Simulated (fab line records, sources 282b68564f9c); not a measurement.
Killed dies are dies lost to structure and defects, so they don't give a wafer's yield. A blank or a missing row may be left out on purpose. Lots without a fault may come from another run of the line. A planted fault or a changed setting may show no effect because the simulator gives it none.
Which tool did it? | flow rit_cmos | 15 lots, 45 wafers sampled, at 2 steps of a route of 202

WHAT THE GAUGES READ, wafer by wafer
RIT_PRETRO_TW_MEAS_10. Usual: PRETRO_TW 477, standard deviation 4.8.
lot  | measured    | on            | PRETRO_TW   | flag
L885 | day 3 05:43 | film_metro-04 | 476 472 477 |
L887 | day 3 11:20 | film_metro-04 | 474 473 473 |
L889 | day 3 19:10 | film_metro-02 | 475 475 474 |
L888 | day 3 19:37 | film_metro-01 | 485 483 481 |
L891 | day 3 22:50 | film_metro-04 | 472 477 471 |
L890 | day 3 23:05 | film_metro-01 | 482 488 486 |
L892 | day 4 05:45 | film_metro-02 | 473 475 474 |
L894 | day 4 12:24 | film_metro-02 | 475 474 474 |
L896 | day 5 00:43 | film_metro-01 | 483 484 485 |
L897 | day 5 04:13 | film_metro-04 | 474 476 473 |
L898 | day 5 08:46 | film_metro-02 | 478 478 478 |
L900 | day 5 17:31 | film_metro-04 | 440 442 441 | OFF
L901 | day 5 22:52 | film_metro-02 | 440 442 441 | OFF
L904 | day 6 13:16 | film_metro-04 | 440 440 439 | OFF
L907 | day 7 06:59 | film_metro-01 | 485 482 484 |

WHICH TOOL RAN EACH LOT (tool, then ch and the chambers of the sampled wafers, then the start)
lot  | RIT_PRETRO_IMPLANT_08
L885 | implanter-03 ch 0, day 3 05:23
L887 | implanter-02 ch 0, day 3 11:01
L889 | implanter-02 ch 0, day 3 18:50
L888 | implanter-01 ch 0, day 3 19:19
L891 | implanter-02 ch 0, day 3 22:33
L890 | implanter-01 ch 0, day 3 22:46
L892 | implanter-01 ch 0, day 4 05:26
L894 | implanter-03 ch 0, day 4 12:05
L896 | implanter-02 ch 0, day 5 00:24
L897 | implanter-02 ch 0, day 5 03:55
L898 | implanter-03 ch 0, day 5 08:28
L900 | implanter-03 ch 0, day 5 17:12
L901 | implanter-03 ch 0, day 5 22:32
L904 | implanter-03 ch 0, day 6 12:58
L907 | implanter-01 ch 0, day 7 06:41
- RIT_PRETRO_IMPLANT_08

WHAT THE TOOLS THEMSELVES READ (means of the sampled wafers that have a number; where no wafer has one, the mark that the record gives instead)
RIT_PRETRO_IMPLANT_08. Usual: beam_energy_keV 45.001, standard deviation 0.015; tilt_deg 6.997 degrees, standard deviation 0.02.
lot  | tool         | beam_energy_keV | tilt_deg (degrees) | flag
L885 | implanter-03 | 44.998          | 6.997              |
L887 | implanter-02 | 45.001          | 7.009              |
L889 | implanter-02 | 45.000          | 7.008              |
L888 | implanter-01 | 45.006          | 6.999              |
L891 | implanter-02 | 45.006          | 7.007              |
L890 | implanter-01 | 45.014          | 7.000              |
L892 | implanter-01 | 45.012          | 6.974              |
L894 | implanter-03 | 44.998          | 6.979              |
L896 | implanter-02 | 45.019          | 7.025              |
L897 | implanter-02 | 44.999          | 7.016              |
L898 | implanter-03 | 45.019          | 7.019              |
L900 | implanter-03 | 29.233          | 6.962              | OFF
L901 | implanter-03 | 29.242          | 6.984              | OFF
L904 | implanter-03 | 29.248          | 6.986              | OFF
L907 | implanter-01 | 45.002          | 6.974              |

THE ANSWER, worked out from the rows above alone
Rule: a lot is off if the mean of its wafers that have a number lies more than 3 standard deviations from the usual mean. A lot without any number at a reading at which 4 lots or more have one is off too. The other lots that the step has rows for count as sound. The gauges are gone through in route order, then the tools' own readings, and for those a lot's mean is taken as printed above. The first step at which some lot is off is used, and at that step the reading that is off furthest; a lot without a number counts as furthest.
Off: L900, L901, L904, at RIT_PRETRO_TW_MEAS_10 (PRETRO_TW).
A tool fits if, at a process step before that reading, it ran every lot that is off, and no sound lot after the first of them. The gauges at RIT_PRETRO_TW_MEAS_10 aren't tried: what is off there is off at RIT_PRETRO_IMPLANT_08 too, on other tools, and a gauge's error can't cause that. One fits: implanter-03 at RIT_PRETRO_IMPLANT_08. Its last sound lot is L898 (day 5 08:28), its first lot that is off L900 (day 5 17:12): a fault that began between those two fits.
The tool's own readings at RIT_PRETRO_IMPLANT_08 bear it out: on the lots that are off they differ by more than 5 times the standard deviation of the sound lots' means. beam_energy_keV reads 29.241 there against 45.006 on the sound lots.

WHAT THE SIMULATOR HAD PUT IN
Process parameter drift: implanter-03, from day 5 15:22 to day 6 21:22, at RIT_PRETRO_IMPLANT_08. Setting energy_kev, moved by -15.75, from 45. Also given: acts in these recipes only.
Lots struck among those shown: L900, L901, L904. The rule above found the same.
